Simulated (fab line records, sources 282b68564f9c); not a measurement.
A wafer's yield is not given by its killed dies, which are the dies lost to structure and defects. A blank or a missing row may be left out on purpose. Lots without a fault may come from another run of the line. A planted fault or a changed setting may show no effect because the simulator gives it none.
fab line records    flow rit_cmos
[record] lots = 6  wafers = 18  last_day = 7
route steps=202 shown ACTIVE@1 M1@202
lots that met no fault: taken from a fault-free run of the same line
start_h: hours from the record's first day to the start of the lot's first wafer shown    wait_h: time in hours since the lot's previous step    " as in the row above    L1.1+2: one row covering several wafers at once    - no value, or no start was given    * or withheld: withheld    < > ~ a bound
route shown NAME@n: a module of which the file shows steps, and the number in the route of the first    usual: mean and standard deviation over wafers with no fault    same: alike in all rows    chamber/n: place in a boat    sites: per-site readings    _std_site: their standard deviation    _edge_site: the outer-site mean with the inner-site mean subtracted    radius_mm: for every site, how far away it sits from the centre of the wafer    mask NAME#n: copy n    behind: tool/chamber where the wafer was last shaped    hold: why the lot was held/for how many hours/how that ended    device: which transistor (n, p or np) failed to switch    end of line: at the end of the route, the tests of the same wafers    a step without rows: its recipe alone    killed: at the first sort, the dies lost to defects and structure; wafer yield is something else    map: a wafer's dies, marking killed ones x, the rest . and places with no die _
set.NAME: the run value of the setting; set.NAME@STEP: its run value at that earlier step    model.NAME: the simulator's own value behind a step, which no gauge read
a table for each step, a row for each wafer; lots at some steps of the route
services: the hour from which a tool's chamber was out of use, counted from the record's first day as start_h (under 0 if before that day), plus the number of hours and why
[[steps]]
[step RIT_ACTIVE_BOW_MEAS_00]
[recipe] mode = bow
[usual] INCOMING_BOW = 0/6.2
lot.wafer  tool           chamber  start_h  wait_h  INCOMING_BOW[um]
L266.1     film_metro-02  -        20.00    -       -15
L266.3     "              -        "        "       -3
L266.6     "              -        "        "       4
L267.3     film_metro-02  -        25.04    -       -2
L267.4     "              -        "        "       3
L267.6     "              -        "        "       7
L271.3     film_metro-01  -        45.04    -       5
L271.4     "              -        "        "       -1
L271.5     "              -        "        "       8
L279.1     film_metro-03  -        85.00    -       -1
L279.2     "              -        "        "       3
L279.5     "              -        "        "       -9
L281.1     film_metro-02  -        95.00    -       2
L281.2     "              -        "        "       -12
L281.4     "              -        "        "       4
L287.3     film_metro-03  -        125.04   -       0
L287.5     "              -        "        "       4
L287.6     "              -        "        "       15
[step RIT_ACTIVE_OXIDATION_01]
[recipe] temp_c = 1000  ambient = O2  target_thk_a = 468  ox_time_s = 3360
[step RIT_ACTIVE_THK_MEAS_02]
[recipe] reads = SiO2_of_ACTIVE_OXIDATION_01
[usual] ACTIVE_OXIDE_THK = 46.9/0.87
lot.wafer  tool           chamber  start_h  wait_h  ACTIVE_OXIDE_THK[nm]
L266.1     film_metro-03  -        24.92    0.0     46.1
L266.3     "              -        "        "       45.5
L266.6     "              -        "        "       46.1
L267.3     film_metro-03  -        28.15    0.0     47.2
L267.4     "              -        "        "       47.0
L267.6     "              -        "        "       47.3
L271.3     film_metro-02  -        47.07    0.0     47.8
L271.4     "              -        "        "       48.0
L271.5     "              -        "        "       48.0
L279.1     film_metro-03  -        87.05    0.0     45.0
L279.2     "              -        "        "       45.4
L279.5     "              -        "        "       45.1
L281.1     film_metro-03  -        97.05    0.0     47.9
L281.2     "              -        "        "       48.1
L281.4     "              -        "        "       47.5
L287.3     film_metro-03  -        127.07   0.0     46.8
L287.5     "              -        "        "       46.7
L287.6     "              -        "        "       47.0
[step RIT_ACTIVE_CVD_03]
[recipe] material = Si3N4  target_thk_nm = 150  temp_c = 810  precursor = SiH2Cl2/NH3  time_s = 1500  pressure_mtorr = 300  sih2cl2_flow_sccm = 60  nh3_flow_sccm = 150
[step RIT_ACTIVE_THK_MEAS_04]
[recipe] reads = Si3N4_of_ACTIVE_CVD_03
[usual] ACTIVE_NITRIDE_THK = 150.1/1.2
lot.wafer  tool           chamber  start_h  wait_h  ACTIVE_NITRIDE_THK[nm]
L266.1     film_metro-01  -        26.39    0.0     148.7
L266.3     "              -        "        "       149.4
L266.6     "              -        "        "       147.9
L267.3     film_metro-03  -        29.63    0.0     149.5
L267.4     "              -        "        "       148.0
L267.6     "              -        "        "       147.9
L271.3     film_metro-03  -        48.55    0.0     150.5
L271.4     "              -        "        "       149.9
L271.5     "              -        "        "       151.3
L279.1     film_metro-02  -        88.53    0.0     150.5
L279.2     "              -        "        "       151.0
L279.5     "              -        "        "       150.5
L281.1     film_metro-02  -        98.53    0.0     148.7
L281.2     "              -        "        "       148.3
L281.4     "              -        "        "       150.5
L287.3     film_metro-02  -        128.55   0.0     149.9
L287.5     "              -        "        "       151.0
L287.6     "              -        "        "       150.7
[step RIT_ACTIVE_HMDS_05]
[recipe] prime_time_s = 60  prime_temp_c = 140
[step RIT_ACTIVE_COAT_06]
[recipe] resist = NOVOLAK  spin_rpm = 3250  resist_thk_nm = 1000
[usual] dispense_pressure_kPa = 50.4/1.5  resist_line_temp_C = 22.99/0.099
lot.wafer  tool            chamber  start_h  wait_h  dispense_pressure_kPa  resist_line_temp_C  model.NOVOLAK_of_ACTIVE_COAT_06.thk_nm
L266.1     litho_track-03  0        26.60    0.1     50.1                   22.82               1001
L266.3     "               0        "        "       50.1                   22.96               1001
L266.6     "               0        "        "       50.1                   22.75               1003
L267.3     litho_track-02  0        29.87    0.1     52.2                   22.88               1003
L267.4     "               0        "        "       52.3                   22.83               1005
L267.6     "               0        "        "       52.2                   22.91               1002
L271.3     litho_track-04  0        48.79    0.1     48.4                   23.13               482
L271.4     "               0        "        "       48.3                   22.92               481.8
L271.5     "               0        "        "       48.3                   23.17               481.3
L279.1     litho_track-04  0        88.74    0.1     48.3                   22.83               481.6
L279.2     "               0        "        "       48.3                   22.85               483.1
L279.5     "               0        "        "       48.3                   22.95               480.3
L281.1     litho_track-03  0        98.74    0.1     50.2                   22.95               1004
L281.2     "               0        "        "       50.2                   23.06               1001
L281.4     "               0        "        "       50.2                   22.87               1002
L287.3     litho_track-03  0        128.79   0.1     50.1                   22.92               998.1
L287.5     "               0        "        "       50.1                   22.96               998
L287.6     "               0        "        "       50.1                   22.94               999.6
[step RIT_ACTIVE_SOFTBAKE_07]
[recipe] resist = NOVOLAK  temp_c = 90  time_s = 60
[step RIT_ACTIVE_EXPOSE_08]
[recipe] mask_id = M1  na = 0.6  source_shape = conventional  sigma_outer = 0.6  target_cd_nm = 1400  dose_mj = 225
[step RIT_ACTIVE_PEB_09]
[recipe] resist = NOVOLAK  temp_c = withheld  time_s = withheld
[step RIT_ACTIVE_DEVELOP_10]
[recipe] resist = NOVOLAK  develop_time_s = 50  dev_temp_c = 23
[step RIT_ACTIVE_CD_MEAS_11]
[recipe] target_cd_nm = 1400
[usual] cd_nm = 1400.4/2.6
lot.wafer  tool       chamber  start_h  wait_h  cd_nm
L266.1     cd_sem-02  -        27.30    -       1402.6
L266.3     "          -        "        "       1404.0
L266.6     "          -        "        "       1405.7
L267.3     cd_sem-02  -        30.56    -       1398.7
L267.4     "          -        "        "       1401.4
L267.6     "          -        "        "       1399.0
L271.3     cd_sem-02  -        49.48    -       1333.0
L271.4     "          -        "        "       1331.9
L271.5     "          -        "        "       1331.3
L279.1     cd_sem-02  -        89.44    -       1337.0
L279.2     "          -        "        "       1338.6
L279.5     "          -        "        "       1337.6
L281.1     cd_sem-02  -        99.68    -       1402.6
L281.2     "          -        "        "       1400.0
L281.4     "          -        "        "       1400.9
L287.3     cd_sem-02  -        129.48   -       1399.3
L287.5     "          -        "        "       1401.5
L287.6     "          -        "        "       1399.2
[step RIT_ACTIVE_HARDBAKE_12]
[recipe] resist = NOVOLAK  temp_c = 140  time_s = 60
[step RIT_ACTIVE_ETCH_13]
[recipe] stop_on = SiO2  chemistry = SF6  target = Si3N4  time_s = 210  over_etch_frac = 0.4  SF6_flow_sccm = 200  pressure_mtorr = 260  rf_w = 125  target_depth_a = 2100
[usual] drypump_motor_current_A = 5.7/0.41  oes_product_au = 0.824/0.012  rf_fwd_power_W = 124.6/0.36  throttle_valve_pct = 7.54/0.14
[same] time_s = 210
lot.wafer  tool         chamber  start_h  wait_h  drypump_motor_current_A  oes_product_au  rf_fwd_power_W  rf_hours_counter_h  throttle_valve_pct  model.NOVOLAK_of_ACTIVE_COAT_06.thk_nm  model.ACTIVE.cd_nm
L266.1     rie_diel-02  0        27.57    0.1     5.4                      0.830           125.0           2                   7.65                662.6                                   1403
L266.3     "            1        "        "       6.5                      0.824           124.4           152                 7.69                648.9                                   1404
L266.6     "            0        "        "       5.4                      0.836           124.6           -                   7.64                665.3                                   1406
L267.3     rie_diel-01  2        30.79    0.1     5.8                      0.817           125.2           17                  7.62                654.9                                   1399
L267.4     "            0        "        "       6.0                      0.826           124.8           128                 7.43                659.1                                   1402
L267.6     "            1        "        "       5.7                      0.799           124.1           -                   7.37                658.5                                   1399
L271.3     rie_diel-02  1        49.71    0.1     6.5                      0.826           124.6           153                 7.68                194.2                                   1333
L271.4     "            0        "        "       5.4                      0.838           124.2           2                   7.65                205.3                                   1332
L271.5     "            2        "        "       6.2                      0.815           124.5           -                   7.44                200.1                                   1332
L279.1     rie_diel-02  3        89.71    0.1     5.4                      0.825           124.7           15                  7.64                205.6                                   1337
L279.2     "            1        "        "       6.5                      0.821           124.9           154                 7.69                197.3                                   1338
L279.5     "            1        "        "       6.5                      0.821           124.0           -                   7.68                192.5                                   1337
L281.1     rie_diel-03  0        99.95    0.1     5.2                      0.821           124.8           65                  7.72                658                                     1402
L281.2     "            1        "        "       5.8                      0.835           124.6           91                  7.48                654.3                                   1400
L281.4     "            2        "        "       5.6                      0.819           124.9           -                   7.28                656.8                                   1401
L287.3     rie_diel-03  0        129.71   0.1     5.2                      0.823           124.8           66                  7.71                652.8                                   1400
L287.5     "            0        "        "       5.2                      0.830           124.5           -                   7.72                650.8                                   1402
L287.6     "            2        "        "       5.6                      0.812           124.2           -                   7.30                653.5                                   1399
[step RIT_ACTIVE_STRIP_14]
[recipe] chemistry = O2  time_s = 180  resist = NOVOLAK  platen_temp_c = withheld  power_w = 500  pressure_mtorr = 4000  o2_flow_sccm = 4000
[usual] drypump_motor_current_A = 5.8/0.34  o2_flow_sccm = 4000/13
[same] time_s = 180
lot.wafer  tool             chamber  start_h  wait_h  drypump_motor_current_A  o2_flow_sccm  rf_hours_counter_h
L266.1     plasma_asher-03  0        27.71    0.1     5.7                      4027          22
L266.3     "                1        "        "       5.6                      4008          -
L266.6     "                1        "        "       5.6                      4007          -
L267.3     plasma_asher-01  1        30.98    0.1     5.5                      3979          -
L267.4     "                0        "        "       5.4                      4016          -
L267.6     "                1        "        "       5.5                      3974          -
L271.3     plasma_asher-01  1        49.90    0.1     5.5                      3977          -
L271.4     "                0        "        "       5.5                      3998          -
L271.5     "                1        "        "       5.5                      3989          -
L279.1     plasma_asher-03  1        89.84    0.1     5.6                      3986          30
L279.2     "                0        "        "       5.7                      3994          30
L279.5     "                1        "        "       5.6                      4015          -
L281.1     plasma_asher-03  1        100.08   0.1     5.7                      3990          31
L281.2     "                0        "        "       5.7                      4001          31
L281.4     "                1        "        "       5.6                      3999          -
L287.3     plasma_asher-03  1        129.90   0.1     5.6                      4001          -
L287.5     "                0        "        "       5.7                      4005          -
L287.6     "                1        "        "       5.6                      4027          -
[step RIT_M1_PROBE_99]
[usual] killed_at_front_end = 7/3.2  killed_dies = 7/3.2  killed_open = 3.2/2.1  killed_short = 3.5/2.2
[same] gross_dies = 264  killed_at_M0_to_M3 = 0  killed_at_M4_up = 0  killed_at_back_side = 0  killed_at_contacts = 0  killed_at_other = 0
lot.wafer  tool       chamber  start_h  wait_h  killed_at_front_end  killed_dies  killed_open  killed_short  model.etest.nplus_sal.width_nm  model.etest.pplus_sal.width_nm  model.etest.nldd.width_nm  model.etest.pldd.width_nm  model.etest.nmos_narrow.drive_ua_um  model.etest.pmos_narrow.drive_ua_um  model.etest.field_p.vt_v  model.etest.pplus_sal.line_ohm_um
L266.1     prober-02  -        72.32    0.1     4                    4            2            2             3439                            3434                            3181                       3185                       228.2                                102.9                                -12.95                    1.261
L266.3     prober-02  -        72.42    0.2     13                   13           6            7             3461                            3452                            3188                       3178                       237.6                                107.7                                -12.97                    1.274
L266.6     prober-02  -        72.57    0.2     8                    8            2            6             3416                            3456                            3182                       3169                       227                                  103                                  -12.89                    1.27
L267.3     prober-01  -        74.36    0.2     3                    3            0            3             3467                            3482                            3200                       3180                       225.5                                96.53                                -12.96                    1.228
L267.4     prober-01  -        74.41    0.2     5                    5            2            3             3458                            3471                            3170                       3169                       225.5                                97.2                                 -12.9                     1.248
L267.6     prober-01  -        74.51    0.2     7                    7            3            4             3465                            3465                            3186                       3175                       225.7                                96.81                                -12.95                    1.25
L271.3     prober-01  -        91.77    0.2     9                    9            4            5             3387                            3393                            3111                       3106                       200.5                                94.04                                -12.32                    1.246
L271.4     prober-01  -        91.82    0.2     10                   10           5            5             3386                            3386                            3110                       3093                       203.8                                95.03                                -12.34                    1.252
L271.5     prober-01  -        91.87    0.2     8                    8            5            3             3392                            3384                            3109                       3124                       209.2                                98.94                                -12.39                    1.245
L279.1     prober-01  -        131.95   0.1     7                    7            5            2             3390                            3386                            3148                       3136                       220.2                                97.96                                -12.32                    1.298
L279.2     prober-01  -        132.00   0.1     6                    6            2            4             3394                            3381                            3121                       3110                       215.8                                95.65                                -12.41                    1.301
L279.5     prober-01  -        132.15   0.2     2                    2            1            1             3390                            3397                            3144                       3144                       211.7                                94.94                                -12.32                    1.29
L281.1     prober-01  -        141.22   0.1     8                    8            3            5             3402                            3432                            3167                       3140                       223.1                                99.18                                -12.47                    1.245
L281.2     prober-01  -        141.27   0.1     8                    8            4            4             3449                            3429                            3141                       3141                       225.8                                101.8                                -12.4                     1.256
L281.4     prober-01  -        141.37   0.2     9                    9            3            6             3436                            3448                            3147                       3144                       224.5                                99.94                                -12.47                    1.258
L287.3     prober-01  -        173.70   0.2     8                    8            5            3             3431                            3459                            3161                       3188                       214.2                                95.18                                -12.63                    1.244
L287.5     prober-01  -        173.80   0.2     2                    2            0            2             3432                            3434                            3155                       3163                       210.2                                93.31                                -12.7                     1.262
L287.6     prober-01  -        173.85   0.2     4                    4            1            3             3446                            3436                            3157                       3172                       213.2                                92.54                                -12.67                    1.269
// killed by level:class
L266.1 FOX1:geometric_particle:short=1 SPACER:geometric_particle:open=1 SPACER:geometric_particle:short=1 SILICIDE:geometric_particle:open=1
L266.3 GATE:geometric_particle:short=4 GATE:geometric_particle:open=3 SILICIDE:geometric_particle:short=2 FOX1:geometric_particle:open=1 FOX2:geometric_particle:open=1 REOX:geometric_particle:short=1 SPACER:geometric_particle:open=1
L266.6 FOX2:geometric_particle:short=2 FOX1:geometric_particle:short=1 GATE:geometric_particle:short=1 GATE:geometric_particle:open=1 SPACER:geometric_particle:short=1 SPACER:geometric_particle:open=1 SILICIDE:geometric_particle:short=1
L267.3 FOX1:geometric_particle:short=1 REOX:geometric_particle:short=1 SILICIDE:geometric_particle:short=1
L267.4 GATE:geometric_particle:open=2 SILICIDE:geometric_particle:short=2 FOX2:geometric_particle:short=1
L267.6 SPACER:geometric_particle:short=3 ACTIVE:geometric_particle:open=1 FOX1:geometric_particle:open=1 GATE:geometric_particle:short=1 GATE:geometric_particle:open=1
L271.3 SPACER:geometric_particle:short=2 FOX1:geometric_particle:open=1 FOX2:geometric_particle:short=1 FOX2:geometric_particle:open=1 GATE:geometric_particle:short=1 REOX:geometric_particle:open=1 SPACER:geometric_particle:open=1 SILICIDE:geometric_particle:short=1
L271.4 GATE:geometric_particle:open=2 SILICIDE:geometric_particle:short=2 FOX1:geometric_particle:open=1 FOX2:geometric_particle:short=1 GATE:geometric_particle:short=1 REOX:geometric_particle:open=1 SPACER:geometric_particle:short=1 SILICIDE:geometric_particle:open=1
L271.5 GATE:geometric_particle:short=2 SILICIDE:geometric_particle:open=2 FOX1:geometric_particle:open=1 FOX2:geometric_particle:short=1 GATE:geometric_particle:open=1 REOX:geometric_particle:open=1
L279.1 SILICIDE:geometric_particle:open=2 FOX1:geometric_particle:open=1 FOX2:geometric_particle:open=1 GATE:geometric_particle:short=1 GATE:geometric_particle:open=1 SILICIDE:geometric_particle:short=1
L279.2 REOX:geometric_particle:short=2 GATE:geometric_particle:open=1 GATE:geometric_particle:short=1 REOX:geometric_particle:open=1 SILICIDE:geometric_particle:short=1
L279.5 FOX2:geometric_particle:open=1 GATE:geometric_particle:short=1
L281.1 GATE:geometric_particle:short=2 GATE:geometric_particle:open=2 FOX1:geometric_particle:short=1 FOX2:geometric_particle:short=1 REOX:geometric_particle:short=1 SPACER:geometric_particle:open=1
L281.2 GATE:geometric_particle:short=3 FOX2:geometric_particle:open=1 GATE:geometric_particle:open=1 SPACER:geometric_particle:open=1 SPACER:geometric_particle:short=1 SILICIDE:geometric_particle:open=1
L281.4 GATE:geometric_particle:short=4 GATE:geometric_particle:open=2 FOX2:geometric_particle:short=1 FOX2:geometric_particle:open=1 SILICIDE:geometric_particle:short=1
L287.3 GATE:geometric_particle:short=2 REOX:geometric_particle:open=2 SPACER:geometric_particle:open=2 GATE:geometric_particle:open=1 SILICIDE:geometric_particle:short=1
L287.5 GATE:geometric_particle:short=2
L287.6 GATE:geometric_particle:short=2 GATE:geometric_particle:open=1 REOX:geometric_particle:short=1
[[services]]
tool             chamber  start_h  hours  kind
rie_diel-02      0        6.49     13.9   repair
rie_diel-02      3        19.39    16.6   repair
plasma_asher-01  -        21.02    1.2    repair
rie_diel-02      2        45.77    2.4    repair
rie_diel-03      3        99.23    -      clean
rie_diel-03      3        99.23    21.1   scheduled_down
rie_diel-03      3        99.23    21.1   vent_cycle
rie_diel-02      3        103.63   6.0    repair
plasma_asher-01  -        106.44   15.6   pm
rie_diel-03      3        129.09   17.9   repair
[[key]]
[first_sign] step = RIT_ACTIVE_CD_MEAS_11  reading = cd_nm  direction = down  sigmas = 25  usual = 1400.4  struck = 1334.9  through = control_loop
effect none on later readings
[model_effect] step = RIT_ACTIVE_COAT_06  value = NOVOLAK_of_ACTIVE_COAT_06.thk_nm  without = 1004  struck = 481.7
[model_effect] step = RIT_ACTIVE_ETCH_13  value = NOVOLAK_of_ACTIVE_COAT_06.thk_nm  without = 656.3  struck = 199.2
[model_effect] step = RIT_M1_PROBE_99  value = etest.nplus_sal.width_nm  without = 3457  struck = 3390
met_at RIT_ACTIVE_COAT_06
struck_wafers L271.3,L271.4,L271.5,L279.1,L279.2,L279.5
tester_left_out L271,L279
[loop_trim] step = RIT_ACTIVE_EXPOSE_08  setting = dose  lots = L279
[fault] kind = process_parameter_drift  tool = litho_track-04  chamber = -  onset_h = 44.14  steps = RIT_ACTIVE_COAT_06  channel = resist_thk_nm  offset = -520  shape = step  end_h = 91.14  acts_in = these_recipes_only  stated = 1000
// tester_left_out: of these lots the tester's yield and bins aren't shown, on N5 and GAA mostly nor the transistor test; their killed dies are dies lost to structure and defects alone, not to doping, threshold or leakage, so they don't give the yield
// loop_trim: a control loop set the setting to another value than it would have without faults
